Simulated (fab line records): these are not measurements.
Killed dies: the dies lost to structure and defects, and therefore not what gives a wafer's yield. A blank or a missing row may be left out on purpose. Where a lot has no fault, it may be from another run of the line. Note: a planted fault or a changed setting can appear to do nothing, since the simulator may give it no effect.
Code-filled problem report in 8D (eight disciplines) form ; flow ritCmos ; the parts of the form that need people (team, actions taken, sign-off) are left out

## 1. THE PROBLEM
Across 6 wafers from 2 lots, NRETRO_TW at RIT_NRETRO_TW_MEAS_10 averages 1254, while fault-free wafers read 1052 with a standard deviation of 8. That puts it +25 standard deviations away from the usual mean.
Earliest sighting: wafer L159.1 on filmMetro-01 at day 5 02:55. Wafers with a number at this step in the record: 42, from 14 lots. By rule, "out" or "out of limits" means more than 4 standard deviations away from the usual mean. All remaining wafers that have a number are taken as sound.

## 2. WHAT IT IS; WHAT IT IS NOT
question;is;is not
which readings at this step;NRETRO_TW;-
which lots;L159, L160;L146, L147, L149, L151, L152, L158, L161, L165, L166, L167, L168, L169
which wafers of those lots;all that have a number;-
read on which gauges;filmMetro-01, filmMetro-04;filmMetro-03
when;from day 5 02:55;"up to then (18 sound wafers); but 18 sound wafers of L161, L165, L166, L167, L168, L169 came after"

## 3. WHAT RULES OUT EACH SUSPECT
Counting: a tool stays on the suspect list if, at a process step up to the reading, it processed all lots that are out and no sound lot following the first of them.
- ruled out: the gauge at RIT_NRETRO_TW_MEAS_10. 2 gauges (filmMetro-01, filmMetro-04) read the wafers that are out.
- implanter-03 at RIT_NRETRO_IMPLANT_08: kept. Every lot that is out went through it, starting with L159 (day 5 02:35), and after that it ran no sound lot; the last sound lot it ran before then is L152 (day 3 15:26). Out on those wafers are its own readings of doseIonsCm2, faradayCurrentUA.
Remaining after the count: implanter-03 at RIT_NRETRO_IMPLANT_08.

## 4. THE CAUSE (what the simulator had put in)
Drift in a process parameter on implanter-03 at RIT_NRETRO_IMPLANT_08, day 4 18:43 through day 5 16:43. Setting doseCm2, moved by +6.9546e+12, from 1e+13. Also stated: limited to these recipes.
The count eliminated every tool but this one.

## 5. SEQUENCE OF EFFECTS, ordered by route
Rows list readings where the struck wafers' mean (over those with a number) sits beyond 3 standard deviations from the usual. Only readings for which the record gives a usual standard deviation are gone through. hours: the time from each lot's start at the first step in this table that gives one to its start at this step, as a median over the lots. sigmas: the change in usual standard deviations.
hours;step;reading;usual;on struck wafers;change;sigmas
0;RIT_NRETRO_IMPLANT_08;doseIonsCm2;1.0002e+13;1.6956e+13;+6.9543e+12;+99 or more
0;RIT_NRETRO_IMPLANT_08;faradayCurrentUA;31.8;53.9;+22.1;+34
0;RIT_NRETRO_TW_MEAS_10;NRETRO_TW;1052;1254;+202;+25
Process steps it contains:
- RIT_NRETRO_IMPLANT_08

## 6. WHAT WOULD HAVE CAUGHT IT SOONER
8 hours passed between the start of the fault at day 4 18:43 and the first reading out of limits at a measuring or inspecting step in this record, taken at day 5 02:55.
Tool's own readings at RIT_NRETRO_IMPLANT_08, doseIonsCm2, faradayCurrentUA: out on all struck wafers the step has rows for; an alarm limit on them would have tripped on the first.
Lots out: 2; of these, L160 started RIT_NRETRO_IMPLANT_08 on implanter-03 after day 5 02:55. Had the tool been put on hold then, it would have been spared.
